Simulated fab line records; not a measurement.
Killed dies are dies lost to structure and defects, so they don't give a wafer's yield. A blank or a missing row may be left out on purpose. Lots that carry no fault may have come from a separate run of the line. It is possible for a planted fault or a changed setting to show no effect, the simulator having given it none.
fab line records ; flow berkeley-cmos170
record lots=14; wafers=42; last-day=13
route steps=331 shown ACTIVE@70 PFIELD@85 GATE@128 M1@251
lots that met no fault: taken from a fault-free run of the same line
start-h: hours from the record's first day to the start of the lot's first wafer shown ; wait-h: hours from the lot's prior step to this one ; " unchanged from the row above ; L1.1+2: one row covering several wafers at once ; - no value, or no start given ; * or withheld: withheld ; < > ~ a bound
route shown NAME@n: a module of which the file shows steps, and the number in the route of the first ; usual: mean/standard deviation taken from wafers without a fault ; same: alike in all rows ; chamber/n: place in a boat ; sites: per-site readings ; _std_site: standard deviation across them ; _edge_site: the outer-site mean with the inner-site mean subtracted ; radius-mm: how far each site lies from the wafer's centre ; mask NAME#n: copy n ; behind: the tool/chamber that last shaped the wafer ; hold: what put the lot on hold/how long, in hours/how the hold closed ; device: names the non-switching transistor (n, p or np) ; end of line: tests of these same wafers at the route's end ; a step without rows: its recipe alone ; killed: the dies lost at the first sort to structure and to defects; this is not the yield of the wafer ; map: per-die view of a wafer (x killed, . not killed, _ where there is no die)
set.NAME: setting as actually run; set.NAME@STEP: the setting as run at that earlier step ; model.NAME: the simulator's own value behind a step, which no gauge read
the route's steps for a sample of lots (tables are steps, rows are wafers)
services: from which hour (start-h, from the record's first day; less than 0 if before it) a tool's chamber was out of use, for how many hours, and why
## steps
# step UCB170_ACTIVE_EXPOSE_10
# recipe mask-id=ACTIVE; target-cd-nm=1200; na=0.5; sigma-outer=0.6; source-shape=conventional; dose-mj=20
lot.wafer;tool;chamber;start-h;wait-h;mask
L280.1+4+6;krf-scanner-01;0;103.93;0.2;ACTIVE#0
L285.1+2+3;krf-scanner-01;0;111.00;0.2;ACTIVE#0
L282.1+4+6;krf-scanner-01;0;111.12;0.2;ACTIVE#0
L283.2+4+6;krf-scanner-01;0;111.25;0.2;ACTIVE#0
L284.2+4+6;krf-scanner-01;0;111.60;0.2;ACTIVE#0
L286.2+3+6;krf-scanner-01;0;119.18;0.1;ACTIVE#0
L287.1+4+6;krf-scanner-02;0;119.41;0.4;ACTIVE#0
L288.1+3+4;krf-scanner-01;0;119.65;0.3;ACTIVE#0
L289.2+3+6;krf-scanner-02;0;141.41;0.2;ACTIVE#0
L290.1+5+6;krf-scanner-02;0;148.65;0.1;ACTIVE#0
L297.1+3+5;krf-scanner-02;0;183.34;-;ACTIVE#0
L298.2+3+4;krf-scanner-02;0;183.92;-;ACTIVE#0
L301.2+5+6;krf-scanner-01;0;196.86;0.4;ACTIVE#0
L303.2+3+6;krf-scanner-01;0;209.34;0.4;ACTIVE#0
# step UCB170_ACTIVE_CD_MEAS_13
# recipe target-cd-nm=1200
# usual cd-nm=1200.0/1.1
lot.wafer;tool;chamber;start-h;wait-h;cd-nm
L280.1;cd-sem-02;-;104.32;-;1197.8
L280.4;cd-sem-02;-;104.32;-;1198.8
L280.6;cd-sem-02;-;104.32;-;1199.8
L285.1;cd-sem-01;-;111.78;-;1200.4
L285.2;cd-sem-01;-;111.78;-;1200.1
L285.3;cd-sem-01;-;111.78;-;1199.7
L282.1;cd-sem-01;-;112.02;-;1201.0
L282.4;cd-sem-01;-;112.02;-;1199.7
L282.6;cd-sem-01;-;112.02;-;1200.2
L283.2;cd-sem-01;-;112.16;-;1200.9
L283.4;cd-sem-01;-;112.16;-;1200.7
L283.6;cd-sem-01;-;112.16;-;1200.3
L284.2;cd-sem-01;-;112.52;-;1199.0
L284.4;cd-sem-01;-;112.52;-;1198.8
L284.6;cd-sem-01;-;112.52;-;1199.1
L286.2;cd-sem-01;-;119.58;-;1200.6
L286.3;cd-sem-01;-;119.58;-;1200.3
L286.6;cd-sem-01;-;119.58;-;1200.6
L287.1;cd-sem-01;-;119.83;-;1200.2
L287.4;cd-sem-01;-;119.83;-;1201.6
L287.6;cd-sem-01;-;119.83;-;1200.5
L288.1;cd-sem-01;-;120.05;-;1198.9
L288.3;cd-sem-01;-;120.05;-;1200.3
L288.4;cd-sem-01;-;120.05;-;1200.1
L289.2;cd-sem-02;-;141.81;-;1199.2
L289.3;cd-sem-02;-;141.81;-;1199.3
L289.6;cd-sem-02;-;141.81;-;1199.0
L290.1;cd-sem-02;-;149.04;-;1199.1
L290.5;cd-sem-02;-;149.04;-;1199.3
L290.6;cd-sem-02;-;149.04;-;1201.6
L297.1;cd-sem-02;-;184.72;-;1193.8
L297.3;cd-sem-02;-;184.72;-;1192.1
L297.5;cd-sem-02;-;184.72;-;1199.1
L298.2;cd-sem-02;-;185.62;-;1195.1
L298.3;cd-sem-02;-;185.62;-;1193.9
L298.4;cd-sem-02;-;185.62;-;1186.9
L301.2;cd-sem-02;-;198.30;-;1199.9
L301.5;cd-sem-02;-;198.30;-;1198.8
L301.6;cd-sem-02;-;198.30;-;1199.1
L303.2;cd-sem-02;-;209.73;-;1200.6
L303.3;cd-sem-02;-;209.73;-;1200.3
L303.6;cd-sem-02;-;209.73;-;1201.4
# step UCB170_PFIELD_OVL_MEAS_06
# usual PFIELD_OVL=-1/4.8
lot.wafer;tool;chamber;start-h;wait-h;PFIELD_OVL[nm]
L280.1;overlay-01;-;105.82;-;-5
L280.4;overlay-01;-;105.82;-;0
L280.6;overlay-01;-;105.82;-;-3
L285.1;overlay-02;-;114.35;-;3
L285.2;overlay-02;-;114.35;-;-7
L285.3;overlay-02;-;114.35;-;-1
L282.1;overlay-02;-;114.63;-;3
L282.4;overlay-02;-;114.63;-;-6
L282.6;overlay-02;-;114.63;-;1
L283.2;overlay-02;-;114.91;-;2
L283.4;overlay-02;-;114.91;-;-1
L283.6;overlay-02;-;114.91;-;5
L284.2;overlay-02;-;115.19;-;0
L284.4;overlay-02;-;115.19;-;1
L284.6;overlay-02;-;115.19;-;2
L286.2;overlay-02;-;123.95;-;2
L286.3;overlay-02;-;123.95;-;-11
L286.6;overlay-02;-;123.95;-;-4
L287.1;overlay-02;-;124.11;-;10
L287.4;overlay-02;-;124.11;-;5
L287.6;overlay-02;-;124.11;-;2
L288.1;overlay-02;-;124.38;-;-6
L288.3;overlay-02;-;124.38;-;6
L288.4;overlay-02;-;124.38;-;-1
L289.2;overlay-02;-;144.12;-;2
L289.3;overlay-02;-;144.12;-;-1
L289.6;overlay-02;-;144.12;-;0
L290.1;overlay-02;-;151.46;-;4
L290.5;overlay-02;-;151.46;-;3
L290.6;overlay-02;-;151.46;-;-7
L297.1;overlay-02;-;187.90;-;-3
L297.3;overlay-02;-;187.90;-;-4
L297.5;overlay-02;-;187.90;-;-4
L298.2;overlay-02;-;188.45;-;1
L298.3;overlay-02;-;188.45;-;-9
L298.4;overlay-02;-;188.45;-;2
L301.2;overlay-02;-;201.49;-;1
L301.5;overlay-02;-;201.49;-;-2
L301.6;overlay-02;-;201.49;-;2
L303.2;overlay-02;-;211.93;-;3
L303.3;overlay-02;-;211.93;-;8
L303.6;overlay-02;-;211.93;-;2
# step UCB170_GATE_THK_MEAS_02
# recipe reads=SiO2_of_GATE_OXIDATION_01
# usual GATE_OXIDE_THK=6.70/0.16
lot.wafer;tool;chamber;start-h;wait-h;GATE_OXIDE_THK[nm]
L280.1;film-metro-01;-;151.51;0.0;6.72
L280.4;film-metro-01;-;151.51;0.0;6.72
L280.6;film-metro-01;-;151.51;0.0;6.68
L285.1;film-metro-01;-;161.17;0.0;6.94
L285.2;film-metro-01;-;161.17;0.0;6.84
L285.3;film-metro-01;-;161.17;0.0;6.96
L284.2;film-metro-02;-;161.18;0.0;6.78
L284.4;film-metro-02;-;161.18;0.0;6.80
L284.6;film-metro-02;-;161.18;0.0;6.81
L282.1;film-metro-01;-;161.23;0.1;6.86
L282.4;film-metro-01;-;161.23;0.1;6.79
L282.6;film-metro-01;-;161.23;0.1;6.68
L283.2;film-metro-02;-;161.24;0.1;6.70
L283.4;film-metro-02;-;161.24;0.1;6.73
L283.6;film-metro-02;-;161.24;0.1;6.73
L287.1;film-metro-02;-;174.67;0.0;6.65
L287.4;film-metro-02;-;174.67;0.0;6.71
L287.6;film-metro-02;-;174.67;0.0;6.65
L288.1;film-metro-04;-;174.67;0.0;6.74
L288.3;film-metro-04;-;174.67;0.0;6.61
L288.4;film-metro-04;-;174.67;0.0;6.63
L286.2;film-metro-01;-;174.68;0.0;6.77
L286.3;film-metro-01;-;174.68;0.0;6.74
L286.6;film-metro-01;-;174.68;0.0;6.93
L290.1;film-metro-04;-;191.58;0.0;6.61
L290.5;film-metro-04;-;191.58;0.0;6.68
L290.6;film-metro-04;-;191.58;0.0;6.71
L289.2;film-metro-02;-;191.59;0.0;6.97
L289.3;film-metro-02;-;191.59;0.0;6.92
L289.6;film-metro-02;-;191.59;0.0;7.06
L297.1;film-metro-01;-;231.56;0.0;6.64
L297.3;film-metro-01;-;231.56;0.0;6.52
L297.5;film-metro-01;-;231.56;0.0;6.52
L298.2;film-metro-04;-;237.57;0.0;6.70
L298.3;film-metro-04;-;237.57;0.0;6.66
L298.4;film-metro-04;-;237.57;0.0;6.60
L301.2;film-metro-01;-;249.69;0.0;6.61
L301.5;film-metro-01;-;249.69;0.0;6.67
L301.6;film-metro-01;-;249.69;0.0;6.55
L303.2;film-metro-02;-;258.02;0.0;6.68
L303.3;film-metro-02;-;258.02;0.0;6.77
L303.6;film-metro-02;-;258.02;0.0;6.74
# step UCB170_M1_STRIP_13
# recipe chemistry=O2; power-w=400; pressure-mtorr=3500; platen-temp-c=withheld; o2-flow-sccm=400; overash-fraction=0.5
# usual drypump-motor-current-A=5.6/0.45; oes-product-au=0.720/0.0045
lot.wafer;tool;chamber;start-h;wait-h;drypump-motor-current-A;oes-product-au;rf-hours-counter-h
L280.1;plasma-asher-03;1;187.13;0.1;5.8;0.725;8
L280.4;plasma-asher-03;1;187.13;0.1;5.8;0.715;-
L280.6;plasma-asher-03;1;187.13;0.1;5.8;0.718;-
L282.1;plasma-asher-02;0;197.06;0.1;6.3;0.716;38
L282.4;plasma-asher-02;1;197.06;0.1;5.1;0.726;-
L282.6;plasma-asher-02;1;197.06;0.1;5.1;0.726;-
L283.2;plasma-asher-04;1;197.79;0.2;5.0;0.721;48
L283.4;plasma-asher-04;1;197.79;0.2;5.0;0.720;-
L283.6;plasma-asher-04;0;197.79;0.2;5.4;0.720;-
L285.1;plasma-asher-02;1;199.58;0.1;5.1;0.717;39
L285.2;plasma-asher-02;0;199.58;0.1;6.3;0.715;39
L285.3;plasma-asher-02;0;199.58;0.1;6.2;0.725;-
L284.2;plasma-asher-02;0;200.26;0.2;6.2;0.723;39
L284.4;plasma-asher-02;1;200.26;0.2;5.1;0.724;-
L284.6;plasma-asher-02;1;200.26;0.2;5.1;0.719;-
L286.2;plasma-asher-02;0;212.95;0.1;6.3;0.723;41
L286.3;plasma-asher-02;0;212.95;0.1;6.2;0.720;-
L286.6;plasma-asher-02;1;212.95;0.1;5.1;0.720;-
L287.1;plasma-asher-04;1;213.54;0.2;5.0;0.718;50
L287.4;plasma-asher-04;0;213.54;0.2;5.4;0.726;-
L287.6;plasma-asher-04;1;213.54;0.2;5.0;0.728;-
L288.1;plasma-asher-02;1;213.92;0.1;5.1;0.725;41
L288.3;plasma-asher-02;0;213.92;0.1;6.2;0.715;-
L288.4;plasma-asher-02;1;213.92;0.1;5.1;0.714;-
L289.2;plasma-asher-03;0;226.05;0.1;5.6;0.719;12
L289.3;plasma-asher-03;0;226.05;0.1;5.6;0.720;-
L289.6;plasma-asher-03;0;226.05;0.1;5.6;0.730;-
L290.1;plasma-asher-04;1;226.34;0.1;5.0;0.728;52
L290.5;plasma-asher-04;1;226.34;0.1;5.0;0.719;-
L290.6;plasma-asher-04;0;226.34;0.1;5.4;0.711;-
L298.2;plasma-asher-03;0;273.08;0.1;5.6;0.714;18
L298.3;plasma-asher-03;0;273.08;0.1;5.6;0.712;-
L298.4;plasma-asher-03;1;273.08;0.1;5.8;0.723;-
L297.1;plasma-asher-04;1;274.62;0.1;5.0;0.717;57
L297.3;plasma-asher-04;0;274.62;0.1;5.4;0.721;-
L297.5;plasma-asher-04;0;274.62;0.1;5.4;0.709;-
L303.2;plasma-asher-04;1;293.25;0.1;5.0;0.722;59
L303.3;plasma-asher-04;0;293.25;0.1;5.4;0.730;-
L303.6;plasma-asher-04;1;293.25;0.1;5.0;0.723;-
L301.2;plasma-asher-02;1;294.21;0.1;5.1;0.720;49
L301.5;plasma-asher-02;0;294.21;0.1;6.2;0.727;-
L301.6;plasma-asher-02;1;294.21;0.1;5.1;0.715;-
## services
tool;chamber;start-h;hours;kind
krf-scanner-01;0;90.37;-;calibration
krf-scanner-01;-;107.53;0.8;pm
plasma-asher-03;-;108.75;9.0;pm
plasma-asher-03;0;108.75;9.0;vent-cycle
plasma-asher-03;1;108.75;9.0;vent-cycle
krf-scanner-02;-;110.66;1.0;pm
krf-scanner-02;-;141.63;0.8;pm
krf-scanner-01;-;143.32;1.3;pm
krf-scanner-01;-;157.55;3.6;pm
krf-scanner-01;-;162.32;0.5;repair
krf-scanner-01;-;192.02;0.3;repair
plasma-asher-04;-;197.92;0.5;repair
krf-scanner-02;0;198.23;-;calibration
krf-scanner-01;-;220.37;0.8;repair
krf-scanner-01;-;224.03;1.0;pm
plasma-asher-03;-;229.85;1.2;repair
krf-scanner-01;-;231.85;0.5;repair
krf-scanner-02;-;233.34;1.3;pm
krf-scanner-02;-;251.28;3.0;pm
krf-scanner-01;0;260.30;-;calibration
krf-scanner-01;-;268.96;0.3;repair
krf-scanner-01;-;276.33;0.8;pm
krf-scanner-02;-;279.61;1.0;pm
plasma-asher-02;-;292.76;1.2;repair
## key
first-sign step=UCB170_ACTIVE_CD_MEAS_13; reading=cd-nm; direction=down; sigmas=6.1; usual=1200.0; struck=1193.5; wafers-moved=5
effect none on later readings
met-at UCB170_ACTIVE_EXPOSE_10
struck-lots L297,L298
tester-left-out L297,L298
not-acting-at UCB170_PFIELD_OVL_MEAS_06,UCB170_GATE_THK_MEAS_02,UCB170_M1_STRIP_13
onset-between 148.65 183.34
fault kind=process-parameter-drift; tool=krf-scanner-02; chamber=-; onset-h=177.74; steps=UCB170_ACTIVE_EXPOSE_10; channel=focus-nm; offset=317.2; spread-by-wafer=0.3; shape=step; end-h=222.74
# tester-left-out: of these lots the tester's yield and bins aren't shown, on N5 and GAA mostly nor the transistor test; their killed dies are dies lost to structure and defects alone, not to doping, threshold or leakage, so they don't give the yield
